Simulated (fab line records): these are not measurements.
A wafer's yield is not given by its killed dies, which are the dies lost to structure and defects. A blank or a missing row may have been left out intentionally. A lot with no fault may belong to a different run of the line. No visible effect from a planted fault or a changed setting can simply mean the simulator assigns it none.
fab line records | flow ritCmos
[record] lots = 6 wafers = 18 lastDay = 7
route steps=202 shown M1@188
lots with no fault: from the same line, run without faults
startH: hours from the record's opening day to when the first of the lot's shown wafers began | waitH: hours elapsed since this lot's preceding step | " repeats the value in the row above | L1.1+2: a row that stands for several wafers | - either no value or no given start | * or withheld: withheld | < > ~ a bound
route shown NAME@n: NAME is a module with steps in the file, n the number in the route of the first one | usual: the fault-free wafers' mean and standard deviation | same: alike in all rows | chamber/n: place in a boat | sites: each site's reading | _std_site: how widely they spread, as a standard deviation | _edge_site: inner sites' mean taken away from outer sites' mean | radiusMm: how far each site lies from the wafer's centre | mask NAME#n: copy n | behind: the tool/chamber that last shaped the wafer | hold: reason for holding the lot/hours on hold/outcome of the hold | device: the transistor (n, p or np) that didn't switch | end of line: at the end of the route, the tests of the same wafers | where a step has no rows: the recipe by itself | killed: not the wafer's yield, but the dies lost to structure and defects at the first sort | map: shows each die of a wafer: x if killed, . if not, _ if none is there
set.NAME: the setting the step ran with; set.NAME@STEP: the setting that earlier step ran with | model.NAME: the simulator's own value behind a step, which no gauge read
lots seen at some steps along the route; tables by step, rows by wafer
services: from which hour (startH, from the record's first day; less than 0 if before it) a tool's chamber was out of use, for how many hours, and why
[[steps]]
[step RIT_M1_COAT_04]
[recipe] resist = NOVOLAK spinRpm = 2000 resistThkNm = 1300
[step RIT_M1_SOFTBAKE_05]
[recipe] resist = NOVOLAK tempC = 90 timeS = 60
[step RIT_M1_EXPOSE_06]
[recipe] maskId = M12 na = 0.6 sourceShape = conventional sigmaOuter = 0.5 targetCdNm = 2600 doseMj = 250
[step RIT_M1_PEB_07]
[recipe] resist = NOVOLAK tempC = withheld timeS = withheld
[step RIT_M1_DEVELOP_08]
[recipe] resist = NOVOLAK developTimeS = 68 devTempC = 23
[step RIT_M1_CD_MEAS_09]
[recipe] targetCdNm = 2600
[usual] cdNm = 2599.7/2.3
// columns lot.wafer tool chamber startH waitH cdNm
L233.2 cdSem-01 - 56.40 - 2596.2
L233.3 " - " " 2597.2
L233.5 " - " " 2597.1
L237.3 cdSem-01 - 78.46 - 2601.9
L237.4 " - " " 2600.3
L237.5 " - " " 2599.7
L238.2 cdSem-02 - 85.58 - 2602.3
L238.3 " - " " 2599.5
L238.4 " - " " 2599.3
L239.2 cdSem-01 - 86.00 - 2600.3
L239.4 " - " " 2600.6
L239.5 " - " " 2601.6
L254.3 cdSem-01 - 163.41 - 2604.4
L254.4 " - " " 2602.0
L254.6 " - " " 2604.2
L256.1 cdSem-02 - 174.49 - 2599.7
L256.3 " - " " 2599.4
L256.5 " - " " 2600.8
[step RIT_M1_OVL_MEAS_10]
[usual] M1_OVL = 0.4/1.3
// columns lot.wafer tool chamber startH waitH M1_OVL[nm]
L233.2 overlay-01 - 56.50 0.1 0.6
L233.3 " - " " -0.9
L233.5 " - " " 0.3
L237.3 overlay-02 - 78.55 0.1 1.4
L237.4 " - " " 1.1
L237.5 " - " " 1.0
L238.2 overlay-01 - 85.69 0.1 -0.1
L238.3 " - " " 1.5
L238.4 " - " " 1.1
L239.2 overlay-02 - 86.11 0.1 0.3
L239.4 " - " " 1.7
L239.5 " - " " 0.9
L254.3 overlay-02 - 163.50 0.1 0.7
L254.4 " - " " 0.6
L254.6 " - " " -0.7
L256.1 overlay-01 - 174.61 0.1 -0.3
L256.3 " - " " -2.0
L256.5 " - " " -2.1
[step RIT_M1_HARDBAKE_11]
[recipe] resist = NOVOLAK tempC = 140 timeS = 120
[step RIT_M1_METAL_ETCH_12]
[recipe] stopOn = SiO2 chemistry = Cl2/BCl3 target = Al timeS = 165 overEtchFrac = 0.4726 pressureMtorr = 100 targetDepthA = 6000 rfW = 250 Cl2_flow_sccm = 60 bcl3FlowSccm = 50
[usual] drypumpMotorCurrentA = 5.5/0.53 heBacksideLeakSccm = 3.33/0.27 oesProductAu = 0.790/0.01 throttleValvePct = 8.27/0.11
// columns lot.wafer tool chamber startH waitH drypumpMotorCurrentA heBacksideLeakSccm oesProductAu rfHoursCounterH throttleValvePct
L233.2 rieMetal-03 1 56.78 0.2 6.0 3.18 0.793 39 8.45
L233.3 " 1 " " 6.0 3.11 0.794 - 8.44
L233.5 " 0 " " 5.0 3.08 0.784 - 8.37
L237.3 rieMetal-01 1 78.88 0.2 5.1 3.53 0.782 - 8.13
L237.4 " 0 " " 6.0 3.12 0.790 - 8.32
L237.5 " 0 " " 6.0 3.18 0.788 - 8.31
L238.2 rieMetal-02 1 85.97 0.2 4.8 3.20 0.786 3 8.14
L238.3 " 0 " " 6.0 3.40 0.802 - 8.19
L238.4 " 1 " " 4.8 3.18 0.789 - 8.14
L239.2 rieMetal-03 1 86.39 0.2 6.0 3.37 0.802 39 8.44
L239.4 " 1 " " 6.0 3.38 0.792 - 8.43
L239.5 " 0 " " 4.9 3.16 0.775 - 8.36
L254.3 rieMetal-01 1 163.83 0.2 5.1 3.55 0.779 - 8.12
L254.4 " 0 " " 6.1 3.32 0.796 - 8.31
L254.6 " 1 " " 5.1 3.53 0.786 - 8.14
L256.1 rieMetal-03 1 174.90 0.2 6.0 3.23 0.788 0 8.45
L256.3 " 0 " " 4.9 3.22 0.776 - 8.35
L256.5 " 0 " " 4.9 3.18 0.777 - 8.35
[step RIT_M1_STRIP_13]
[recipe] chemistry = nmp resist = NOVOLAK tempC = 80 timeS = 600 dry = n2Spin
[step RIT_M1_STRIP_14]
[recipe] chemistry = O2 timeS = 180 platenTempC = withheld powerW = 500 pressureMtorr = 4000 o2FlowSccm = 4000
[usual] drypumpMotorCurrentA = 5.8/0.39
// columns lot.wafer tool chamber startH waitH drypumpMotorCurrentA rfHoursCounterH
L233.2 plasmaAsher-04 1 57.14 0.0 5.4 43
L233.3 " 0 " " 6.0 -
L233.5 " 1 " " 5.3 -
L237.3 plasmaAsher-02 1 79.22 0.1 6.1 -
L237.4 " 0 " " 6.0 -
L237.5 " 1 " " 6.1 -
L238.2 plasmaAsher-01 1 86.31 0.0 5.1 44
L238.3 " 1 " " 5.1 -
L238.4 " 0 " " 5.6 -
L239.2 plasmaAsher-02 0 86.74 0.0 6.1 45
L239.4 " 0 " " 6.1 -
L239.5 " 1 " " 6.1 -
L254.3 plasmaAsher-02 0 164.17 0.1 6.0 -
L254.4 " 1 " " 6.1 -
L254.6 " 1 " " 6.1 -
L256.1 plasmaAsher-02 0 175.25 0.0 6.0 55
L256.3 " 1 " " 6.1 -
L256.5 " 0 " " 6.1 -
[step RIT_M1_CD_MEAS_90]
[recipe] targetCdNm = 2600
[usual] cdNm = 2599.6/2.7
// columns lot.wafer tool chamber startH waitH cdNm
L233.2 cdSem-02 - 57.33 0.1 2596.0
L233.3 " - " " 2597.5
L233.5 " - " " 2597.6
L237.3 cdSem-02 - 79.37 0.1 2604.2
L237.4 " - " " 2602.7
L237.5 " - " " 2600.2
L238.2 cdSem-01 - 86.50 0.1 2605.0
L238.3 " - " " 2599.5
L238.4 " - " " 2600.1
L239.2 cdSem-02 - 86.94 0.1 2599.4
L239.4 " - " " 2599.1
L239.5 " - " " 2600.7
L254.3 cdSem-02 - 164.32 0.1 2604.1
L254.4 " - " " 2601.0
L254.6 " - " " 2603.8
L256.1 cdSem-02 - 175.43 0.1 2598.9
L256.3 " - " " 2598.8
L256.5 " - " " 2600.3
[step RIT_M1_ANNEAL_15]
[recipe] tempC = 450 timeS = 1800 ambient = forming_gas_H2N2
[usual] spikeTcCentreC = 453.0/1.1 zonePowerSourcePct = 6.79/0.069
// columns lot.wafer tool chamber startH waitH spikeTcCentreC zonePowerSourcePct
L233.2 furnace-02 0 57.43 0.1 453.5 6.66
L233.3 " 0 " " 454.0 6.82
L233.5 " 0 " " 452.9 6.80
L237.3 furnace-02 0 79.45 0.1 451.4 6.74
L237.4 " 0 " " 453.3 6.88
L237.5 " 0 " " 452.9 6.76
L238.2 furnace-02 0 86.60 0.1 453.8 6.80
L238.3 " 0 " " 451.7 6.66
L238.4 " 0 " " 452.0 6.77
L239.2 furnace-02 0 88.10 1.1 453.7 6.83
L239.4 " 0 " " 453.5 6.90
L239.5 " 0 " " 453.5 6.76
L254.3 furnace-02 0 164.40 0.1 453.5 6.72
L254.4 " 0 " " 453.8 6.68
L254.6 " 0 " " 451.5 6.81
L256.1 furnace-02 0 175.55 0.1 453.1 6.83
L256.3 " 0 " " 453.9 6.81
L256.5 " 0 " " 453.2 6.72
[step RIT_M1_BOW_MEAS_16]
[recipe] mode = bow
[usual] M1_BOW = 17/6.4
// columns lot.wafer tool chamber startH waitH M1_BOW[um]
L233.2 filmMetro-04 - 58.95 0.0 21
L233.3 " - " " 20
L233.5 " - " " 8
L237.3 filmMetro-04 - 80.99 0.0 21
L237.4 " - " " 8
L237.5 " - " " 28
L238.2 filmMetro-03 - 88.12 0.0 24
L238.3 " - " " 11
L238.4 " - " " 23
L239.2 filmMetro-03 - 89.62 0.0 20
L239.4 " - " " 17
L239.5 " - " " 18
L254.3 filmMetro-03 - 165.94 0.0 12
L254.4 " - " " 15
L254.6 " - " " 32
L256.1 filmMetro-04 - 177.05 0.0 20
L256.3 " - " " 18
L256.5 " - " " 7
[step RIT_M1_PROBE_99]
[usual] defectLimitedYield = 97.4/1.1 killedAtContacts = 0.1/0.27 killedAtFrontEnd = 6.7/2.9 killedDies = 6.7/2.9 killedOpen = 3.4/1.8 killedShort = 3.3/2.2 sort_bin_3_pad_short = 0.1/0.24 sort_bin_5_function = 1.5/0.78 sort_bin_6_memory = 0.9/0.63 sortNPass = 257.3/2.9 sortYieldPct = 97.4/1.1
[same] grossDies = 264 killed_at_M0_to_M3 = 0 killed_at_M4_up = 0 killedAtBackSide = 0 killedAtOther = 0
// columns lot.wafer tool chamber startH waitH defectLimitedYield[%] killedAtContacts killedAtFrontEnd killedDies killedOpen killedShort sort_bin_3_pad_short[%] sort_bin_5_function[%] sort_bin_6_memory[%] sortNPass sortYieldPct[%] model.etest.nmos_0p15.junctionLog10AUm model.etest.nmosNarrow.offLog10AUm model.etest.nmos_0p3.offLog10AUm model.etest.gateEndArray.leakLog10AUm model.etest.contactDiodeArray.leakLog10A model.etest.pmos_0p15.junctionLog10AUm
L233.2 prober-02 - 59.10 0.1 98.1 0 5 5 0 5 0.4 1.1 0.4 259.0 98.1 -13.71 -13.4 -13.39 -13.22 -9.505 -13.85
L233.3 prober-02 - 59.15 0.2 97.7 0 6 6 3 3 0 1.5 0.8 258.0 97.7 -13.67 -13.4 -13.3 -13.15 -9.62 -13.66
L233.5 prober-02 - 59.25 0.2 94.3 0 15 15 8 7 0 3.4 2.3 249.0 94.3 -13.6 -13.36 -13.28 -13.17 -9.502 -13.92
L237.3 prober-02 - 81.17 0.2 97.7 1 5 6 4 2 0 1.9 0.4 258.0 97.7 -13.74 -13.26 -13.16 -13.09 -9.528 -13.83
L237.4 prober-02 - 81.22 0.2 97.0 0 8 8 3 5 0 0.8 2.3 256.0 97.0 -13.52 -13.16 -13.03 -12.92 -9.419 -13.85
L237.5 prober-02 - 81.27 0.2 93.9 0 16 16 7 9 0.8 3.4 1.9 248.0 93.9 -13.43 -13.32 -12.97 -12.8 -9.583 -13.73
L238.2 prober-01 - 88.27 0.1 97.0 0 8 8 3 5 0 0.8 2.3 256.0 97.0 -12.48 -12.44 -12.42 -12.16 -8.939 -13.33
L238.3 prober-01 - 88.32 0.2 98.9 0 3 3 1 2 0.4 0.4 0.4 261.0 98.9 -12.69 -12.69 -12.64 -12.38 -9.125 -13.45
L238.4 prober-01 - 88.37 0.2 98.5 0 4 4 2 2 0.4 0.4 0.8 260.0 98.5 -12.7 -12.63 -12.6 -12.41 -9.084 -13.5
L239.2 prober-02 - 89.77 0.1 95.5 0 12 12 4 8 0.4 3.8 0.4 252.0 95.5 -12.43 -12.39 -12.4 -12.22 -8.761 -13.33
L239.4 prober-02 - 89.87 0.2 96.6 0 9 9 5 4 0.4 1.5 1.5 255.0 96.6 -12.58 -12.6 -12.52 -12.4 -9.059 -13.44
L239.5 prober-02 - 89.92 0.2 97.7 0 6 6 3 3 0 1.9 0.4 258.0 97.7 -12.51 -12.43 -12.45 -12.3 -8.941 -13.39
L254.3 prober-02 - 166.12 0.2 97.3 0 7 7 4 3 0 1.1 1.5 257.0 97.3 -13.52 -13.47 -13.2 -12.99 -9.608 -13.78
L254.4 prober-02 - 166.17 0.2 97.3 0 7 7 2 5 0 2.3 0.4 257.0 97.3 -13.61 -13.43 -13.34 -13.27 -9.66 -13.81
L254.6 prober-02 - 166.27 0.2 97.7 0 6 6 3 3 0 1.5 0.8 258.0 97.7 -13.58 -13.45 -13.31 -13.21 -9.646 -13.72
L256.1 prober-02 - 177.17 0.1 98.5 0 4 4 2 2 0.4 1.1 0 260.0 98.5 -13.61 -13.26 -13.15 -12.89 -9.586 -13.89
L256.3 prober-02 - 177.27 0.2 97.7 0 6 6 5 1 0.4 1.1 0.8 258.0 97.7 -13.55 -13.36 -13.28 -13.16 -9.543 -13.85
L256.5 prober-02 - 177.37 0.2 97.7 0 6 6 2 4 0.4 1.9 0 258.0 97.7 -13.51 -13.48 -13.24 -13.08 -9.225 -13.74
// killed by level:class
L233.2 SPACER:geometricParticle:short=2 FOX1:geometricParticle:short=1 FOX2:geometricParticle:short=1 REOX:geometricParticle:short=1
L233.3 GATE:geometricParticle:short=3 GATE:geometricParticle:open=2 REOX:geometricParticle:open=1
L233.5 GATE:geometricParticle:short=6 REOX:geometricParticle:open=2 SILICIDE:geometricParticle:open=2 FOX1:geometricParticle:open=1 FOX2:geometricParticle:open=1 GATE:geometricParticle:open=1 SPACER:geometricParticle:open=1 SPACER:geometricParticle:short=1
L237.3 SPACER:geometricParticle:open=2 GATE:geometricParticle:open=1 GATE:geometricParticle:short=1 SILICIDE:geometricParticle:open=1 CONTACT:geometricParticle:short=1
L237.4 SILICIDE:geometricParticle:short=3 GATE:geometricParticle:short=1 GATE:geometricParticle:open=1 SPACER:geometricParticle:open=1 SPACER:geometricParticle:short=1 SILICIDE:geometricParticle:open=1
L237.5 GATE:geometricParticle:open=4 GATE:geometricParticle:short=4 SILICIDE:geometricParticle:open=3 SPACER:geometricParticle:short=2 FOX2:geometricParticle:short=1 REOX:geometricParticle:short=1 SILICIDE:geometricParticle:short=1
L238.2 GATE:geometricParticle:short=2 GATE:geometricParticle:open=2 FOX1:geometricParticle:short=1 SPACER:geometricParticle:short=1 SILICIDE:geometricParticle:open=1 SILICIDE:geometricParticle:short=1
L238.3 GATE:geometricParticle:short=1 SILICIDE:geometricParticle:open=1 SILICIDE:geometricParticle:short=1
L238.4 FOX1:geometricParticle:open=1 FOX2:geometricParticle:short=1 GATE:geometricParticle:short=1 GATE:geometricParticle:open=1
L239.2 GATE:geometricParticle:short=3 GATE:geometricParticle:open=2 FOX1:geometricParticle:short=1 FOX1:geometricParticle:open=1 FOX2:geometricParticle:short=1 REOX:geometricParticle:open=1 REOX:geometricParticle:short=1 SPACER:geometricParticle:short=1
L239.4 GATE:geometricParticle:open=3 GATE:geometricParticle:short=2 FOX2:geometricParticle:short=1 REOX:geometricParticle:open=1 REOX:geometricParticle:short=1 SILICIDE:geometricParticle:open=1
L239.5 GATE:geometricParticle:open=3 GATE:geometricParticle:short=2 REOX:geometricParticle:short=1
L254.3 FOX2:geometricParticle:short=2 SPACER:geometricParticle:open=2 FOX1:geometricParticle:short=1 GATE:geometricParticle:open=1 SILICIDE:geometricParticle:open=1
L254.4 FOX2:geometricParticle:short=3 FOX2:geometricParticle:open=1 GATE:geometricParticle:short=1 SILICIDE:geometricParticle:open=1 SILICIDE:geometricParticle:short=1
L254.6 GATE:geometricParticle:short=2 FOX2:geometricParticle:open=1 GATE:geometricParticle:open=1 SPACER:geometricParticle:open=1 SPACER:geometricParticle:short=1
L256.1 FOX1:geometricParticle:open=1 FOX2:geometricParticle:short=1 GATE:geometricParticle:short=1 SPACER:geometricParticle:open=1
L256.3 FOX1:geometricParticle:open=3 FOX2:geometricParticle:open=1 SPACER:geometricParticle:open=1 SPACER:geometricParticle:short=1
L256.5 GATE:geometricParticle:short=2 GATE:geometricParticle:open=1 REOX:geometricParticle:short=1 REOX:geometricParticle:open=1 SILICIDE:geometricParticle:short=1
[[services]]
// columns tool chamber startH hours kind
rieMetal-01 - 44.18 1.4 pm
rieMetal-03 - 79.68 0.8 repair
furnace-02 - 90.92 12.9 repair
plasmaAsher-04 - 108.75 9.0 pm
plasmaAsher-04 0 108.75 9.0 ventCycle
plasmaAsher-04 1 108.75 9.0 ventCycle
rieMetal-03 - 114.90 0.3 repair
plasmaAsher-04 0 117.75 - clean
plasmaAsher-04 1 117.75 - clean
rieMetal-03 - 125.77 1.9 repair
rieMetal-03 - 136.12 20.0 pm
rieMetal-03 0 136.12 20.0 ventCycle
rieMetal-03 1 136.12 20.0 ventCycle
plasmaAsher-01 - 145.12 2.8 pm
rieMetal-03 0 156.12 - clean
rieMetal-03 1 156.12 - clean
rieMetal-02 1 167.03 1.3 repair
rieMetal-01 - 171.01 2.8 pm
[[key]]
firstSign none at tools or gauges
[modelEffect] step = RIT_M1_PROBE_99 value = etest.nmos_0p15.junctionLog10AUm without = -13.58 struck = -12.57
metAt RIT_M1_ANNEAL_15
struckWafers L238.2,L238.3,L238.4,L239.2,L239.4,L239.5
onsetBetween 79.45 86.60
[fault] kind = processParameterDrift tool = furnace-02 chamber = - onsetH = 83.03 steps = RIT_M1_ANNEAL_15 channel = timeS offset = * shape = step endH = 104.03 stated = *
